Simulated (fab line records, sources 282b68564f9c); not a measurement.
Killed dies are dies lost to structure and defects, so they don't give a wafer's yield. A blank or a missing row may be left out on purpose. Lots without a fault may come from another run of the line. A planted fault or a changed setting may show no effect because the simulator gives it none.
Which tool did it? | flow rit_cmos | 13 lots, 39 wafers sampled, at 2 steps of a route of 202

WHAT THE GAUGES READ, wafer by wafer
The record holds no reading of a measuring or inspecting step that can be judged against a usual standard deviation.

WHICH TOOL RAN EACH LOT (tool, then ch and the chambers of the sampled wafers, then the start)
lot  | RIT_M1_SPUTTER_00           | RIT_M1_PROBE_99
L252 | pvd_sputter-03, day 3 11:29 | prober-02, day 3 15:37
L253 | pvd_sputter-04, day 4 00:50 | prober-01, day 4 05:08
L254 | pvd_sputter-03, day 4 01:56 | prober-02, day 4 06:38
L255 | pvd_sputter-02, day 4 05:00 | prober-01, day 4 09:03
L256 | pvd_sputter-03, day 4 11:35 | prober-02, day 4 15:49
L257 | pvd_sputter-02, day 4 19:37 | prober-01, day 4 23:38
L259 | pvd_sputter-02, day 4 23:23 | prober-01, day 5 04:14
L262 | pvd_sputter-03, day 5 17:34 | prober-02, day 5 21:53
L263 | pvd_sputter-04, day 5 22:59 | prober-01, day 6 03:04
L265 | pvd_sputter-04, day 6 08:24 | prober-01, day 6 12:25
L266 | pvd_sputter-03, day 6 13:07 | prober-02, day 6 17:23
L271 | pvd_sputter-04, day 7 12:53 | prober-01, day 7 17:02
L273 | pvd_sputter-04, day 8 00:32 | prober-01, day 8 04:44
- RIT_M1_SPUTTER_00: material Al, target thk 400 nm, time 500 s.
- RIT_M1_PROBE_99

WHAT THE TOOLS THEMSELVES READ (means of the sampled wafers that have a number; where no wafer has one, the mark that the record gives instead)
RIT_M1_SPUTTER_00. Usual: throttle_valve_pct 30.3 %, standard deviation 1.3.
lot  | tool           | throttle_valve_pct (%) | flag
L252 | pvd_sputter-03 | 29.6                   |
L253 | pvd_sputter-04 | 31.1                   |
L254 | pvd_sputter-03 | 30.1                   |
L255 | pvd_sputter-02 | 31.6                   |
L256 | pvd_sputter-03 | 29.3                   |
L257 | pvd_sputter-02 | 32.1                   |
L259 | pvd_sputter-02 | 32.2                   |
L262 | pvd_sputter-03 | 29.3                   |
L263 | pvd_sputter-04 | 30.0                   |
L265 | pvd_sputter-04 | 30.3                   |
L266 | pvd_sputter-03 | 29.8                   |
L271 | pvd_sputter-04 | 30.3                   |
L273 | pvd_sputter-04 | 30.9                   |

RIT_M1_PROBE_99. Usual: defect_limited_yield 97.1 %, standard deviation 1.2; killed_at_M0_to_M3 0.0, standard deviation 0.12; killed_at_contacts 0.0, standard deviation 0.22; killed_at_front_end 7, standard deviation 3.2; killed_dies 8, standard deviation 3.2; killed_open 3.7, standard deviation 2.1; killed_short 3.8, standard deviation 2.2; sort_bin_3_pad_short 0.1 %, standard deviation 0.24; sort_bin_5_function 1.7 %, standard deviation 0.87; sort_bin_6_memory 1.0 %, standard deviation 0.64; sort_n_pass 256, standard deviation 3.2; sort_yield_pct 97.1 %, standard deviation 1.2.
lot  | tool      | defect_limited_yield (%) | killed_at_M0_to_M3 | killed_at_contacts | killed_at_front_end | killed_dies | killed_open | killed_short | sort_bin_3_pad_short (%) | sort_bin_5_function (%) | sort_bin_6_memory (%) | sort_n_pass | sort_yield_pct (%) | flag
L252 | prober-02 | 96.0                     | 0.0                | 0.0                | 11                  | 11          | 5.0         | 5.7          | 0.1                      | 2.9                     | 1.0                   | 253         | 96.0               |
L253 | prober-01 | 97.3                     | 0.0                | 0.3                | 7                   | 7           | 4.3         | 2.7          | 0.1                      | 1.4                     | 1.2                   | 257         | 97.3               |
L254 | prober-02 | 97.0                     | 0.0                | 0.0                | 8                   | 8           | 3.7         | 4.3          | 0.0                      | 2.0                     | 1.0                   | 256         | 97.0               |
L255 | prober-01 | 98.0                     | 0.0                | 0.0                | 5                   | 5           | 2.3         | 3.0          | 0.1                      | 1.4                     | 0.5                   | 259         | 98.0               |
L256 | prober-02 | 97.2                     | 0.0                | 0.0                | 7                   | 7           | 4.0         | 3.3          | 0.0                      | 1.9                     | 0.9                   | 257         | 97.2               |
L257 | prober-01 | 96.4                     | 0.0                | 0.3                | 9                   | 10          | 4.0         | 5.7          | 0.0                      | 2.4                     | 1.3                   | 254         | 96.4               |
L259 | prober-01 | 97.9                     | 0.0                | 0.0                | 6                   | 6           | 3.3         | 2.3          | 0.0                      | 1.4                     | 0.8                   | 258         | 97.9               |
L262 | prober-02 | 96.6                     | 0.0                | 0.0                | 9                   | 9           | 5.3         | 3.7          | 0.1                      | 1.6                     | 1.6                   | 255         | 96.6               |
L263 | prober-01 | 97.2                     | 0.0                | 0.0                | 7                   | 7           | 4.3         | 3.0          | 0.0                      | 1.8                     | 1.0                   | 257         | 97.2               |
L265 | prober-01 | 97.3                     | 0.0                | 0.0                | 7                   | 7           | 2.7         | 4.3          | 0.1                      | 1.2                     | 1.3                   | 257         | 97.3               |
L266 | prober-02 | 94.6                     | 10.0               | 0.0                | 4                   | 14          | 2.3         | 2.0          | 0.4                      | 3.2                     | 1.9                   | 250         | 94.6               | OFF
L271 | prober-01 | 98.1                     | 0.0                | 0.0                | 5                   | 5           | 3.0         | 2.0          | 0.0                      | 1.0                     | 0.9                   | 259         | 98.1               |
L273 | prober-01 | 98.7                     | 0.0                | 0.0                | 3                   | 3           | 2.3         | 1.0          | 0.1                      | 0.8                     | 0.4                   | 261         | 98.7               |

THE ANSWER, worked out from the rows above alone
Rule: a lot is off if the mean of its wafers that have a number lies more than 3 standard deviations from the usual mean. A lot without any number at a reading at which 4 lots or more have one is off too. The other lots that the step has rows for count as sound. The gauges are gone through in route order, then the tools' own readings, and for those a lot's mean is taken as printed above. The first step at which some lot is off is used, and at that step the reading that is off furthest; a lot without a number counts as furthest.
Off: L266, at RIT_M1_PROBE_99 (killed_at_M0_to_M3).
A tool fits if, at that step or a process step before it, it ran every lot that is off, and no sound lot after the first of them. Can't be told from this: 2 tools fit, pvd_sputter-03 at RIT_M1_SPUTTER_00, prober-02 at RIT_M1_PROBE_99.

WHAT THE SIMULATOR HAD PUT IN
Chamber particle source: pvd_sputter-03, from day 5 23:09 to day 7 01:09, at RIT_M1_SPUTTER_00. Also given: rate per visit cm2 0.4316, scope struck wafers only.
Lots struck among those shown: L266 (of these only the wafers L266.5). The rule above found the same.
